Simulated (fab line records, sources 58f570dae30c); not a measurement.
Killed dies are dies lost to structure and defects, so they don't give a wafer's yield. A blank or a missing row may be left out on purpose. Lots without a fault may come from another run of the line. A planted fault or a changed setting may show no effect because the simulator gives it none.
Which tool did it? | flow berkeley_cmos170 | 7 lots, 21 wafers sampled, at 3 steps of a route of 331

WHAT THE GAUGES READ, wafer by wafer
UCB170_PLDD_TW_MEAS_11.
lot  | measured     | on            | PLDD_TW
L296 | day 7 14:20  | film_metro-01 | 994 991 998
L299 | day 7 22:14  | film_metro-01 | 994 1000 991
L301 | day 8 09:58  | film_metro-02 | 1012 1011 1012
L303 | day 9 04:23  | film_metro-01 | 996 1000 998
L307 | day 10 02:28 | film_metro-02 | 1008 1011 1015
L311 | day 10 16:59 | film_metro-04 | 965 964 962
L315 | day 11 05:25 | film_metro-01 | 956 956 959

WHICH TOOL RAN EACH LOT (tool, then ch and the chambers of the sampled wafers, then the start)
lot  | UCB170_PFIELD_STRIP_08              | UCB170_PLDD_IMPLANT_08
L296 | plasma_asher-03 ch 1, day 5 06:46   | implanter-01 ch 0, day 7 13:56
L299 | plasma_asher-04 ch 0,1, day 5 18:59 | implanter-03 ch 0, day 7 21:52
L301 | plasma_asher-03 ch 0,1, day 6 05:28 | implanter-01 ch 0, day 8 09:34
L303 | plasma_asher-01 ch 0,1, day 6 13:33 | implanter-03 ch 0, day 9 03:59
L307 | plasma_asher-01 ch 0,1, day 7 10:25 | implanter-01 ch 0, day 10 02:05
L311 | plasma_asher-04 ch 0,1, day 8 07:42 | implanter-03 ch 0, day 10 16:37
L315 | plasma_asher-03 ch 0,1, day 9 08:21 | implanter-03 ch 0, day 11 05:01
- UCB170_PFIELD_STRIP_08: strips in O2.
- UCB170_PLDD_IMPLANT_08

THE ANSWER, worked out from the rows above alone
Rule: what is usual is taken from the lots themselves. Put in order of their means at a reading, lots are off if they are a third of the lots or fewer, leave a main group of 4 or more, and stand apart from it by a gap of 3 or more times the standard deviation of the main group's means; of several such gaps the widest counts. A main group whose means are all the same, to the digits that the tables above print for the reading, isn't used. A lot without any number at a reading at which 4 lots or more have one is off too. The other lots that the step has rows for count as sound.
Off: L311, L315, at UCB170_PLDD_TW_MEAS_11 (PLDD_TW). The main group: mean 1002, standard deviation 7.8.
A tool fits if, at a process step before that reading, it ran every lot that is off, and no sound lot after the first of them. The gauges at UCB170_PLDD_TW_MEAS_11 are tried like those tools. One fits: implanter-03 at UCB170_PLDD_IMPLANT_08. Its last sound lot is L303 (day 9 03:59), its first lot that is off L311 (day 10 16:37): a fault that began between those two fits.

WHAT THE SIMULATOR HAD PUT IN
Process parameter drift: implanter-03, from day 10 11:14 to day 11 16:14, at UCB170_PLDD_IMPLANT_08. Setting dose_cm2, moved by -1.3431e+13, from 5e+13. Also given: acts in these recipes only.
Lots struck among those shown: L311, L315. The rule above found the same.
